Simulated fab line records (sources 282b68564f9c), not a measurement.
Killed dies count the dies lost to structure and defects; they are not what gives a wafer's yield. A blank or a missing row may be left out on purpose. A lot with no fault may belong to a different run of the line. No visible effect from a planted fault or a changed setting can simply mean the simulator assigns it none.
Problem report in the 8D (eight disciplines) form, filled by code :: flow rit-cmos :: the parts of the form that need people (team, actions taken, sign-off) are left out

== 1. THE PROBLEM ==
Mean CONTACT_TEOS_THK at RIT_CONTACT_THK_MEAS_01: 348 nm over 6 wafers in 2 lots; fault-free wafers: 399 nm, standard deviation 5.2. Relative to the usual mean, that is a shift of -9.7 standard deviations.
First seen on wafer L325.1, day 6 14:32, on film-metro-04. The record holds 42 wafers of 14 lots with a number at this step. Rule for "out" (also "out of limits"): further than 4 standard deviations from the usual mean. Any other wafer with a number is counted as sound.

== 2. WHAT THIS IS AND IS NOT ==
question: which readings at this step
is: CONTACT_TEOS_THK
is not: -

question: which lots
is: L325, L328
is not: L309, L310, L311, L312, L313, L314, L316, L318, L319, L329, L330, L332

question: which wafers of those lots
is: all that have a number
is not: -

question: read on which gauges
is: film-metro-04
is not: film-metro-02, film-metro-03

question: when
is: from day 6 14:32
is not: up to then (27 sound wafers); but 9 sound wafers of L329, L330, L332 came after

== 3. WHAT RULES OUT EACH SUSPECT ==
Counting: a tool at any process step up to the reading remains a suspect when it ran all the lots that are out and ran no sound lot after the first of those.
- the gauge at RIT_CONTACT_THK_MEAS_01: kept. All the wafers that are out were read on film-metro-04, and no step on other tools shows them out.
- pecvd-03 at RIT_CONTACT_CVD_00 (deposits SiO2 from TEOS, target thk 400 nm, time 61 s): kept. It ran every lot that is out, first L325 (day 6 14:29), and no sound lot after that; its last sound lot up to then is L318 (day 5 11:36).
The count leaves film-metro-04 at RIT_CONTACT_THK_MEAS_01 and pecvd-03 at RIT_CONTACT_CVD_00.

== 4. THE CAUSE (what the simulator had put in) ==
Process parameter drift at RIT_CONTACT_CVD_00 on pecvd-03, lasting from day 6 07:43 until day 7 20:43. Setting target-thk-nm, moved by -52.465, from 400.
2 suspects survive the count, and this tool is in that group.

== 5. THE CHAIN OF EFFECTS, in route order ==
Each row: a reading whose mean over the struck wafers that have a number lies more than 3 standard deviations from the usual. Only readings for which the record gives a usual standard deviation are gone through. hours: the time from each lot's start at the first step in this table that gives one to its start at this step, as a median over the lots. sigmas: the change in usual standard deviations.
hours: 0
step: RIT_CONTACT_THK_MEAS_01
reading: CONTACT_TEOS_THK
usual: 399 nm
on struck wafers: 348
change: -50
sigmas: -9.7

== 6. WHAT WOULD HAVE CAUGHT IT SOONER ==
In this record the first reading out of limits at a measuring or inspecting step was taken at day 6 14:32, 7 hours after the fault began at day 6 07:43.
An alarm limit of 4 standard deviations would not have fired on the tool readings at RIT_CONTACT_CVD_00 for which the record gives a usual standard deviation, since none of them was out on any struck wafer.
Among the 2 lots that are out, L328 began RIT_CONTACT_CVD_00 on pecvd-03 after day 6 14:32. A tool hold placed at that time would have kept it from harm.
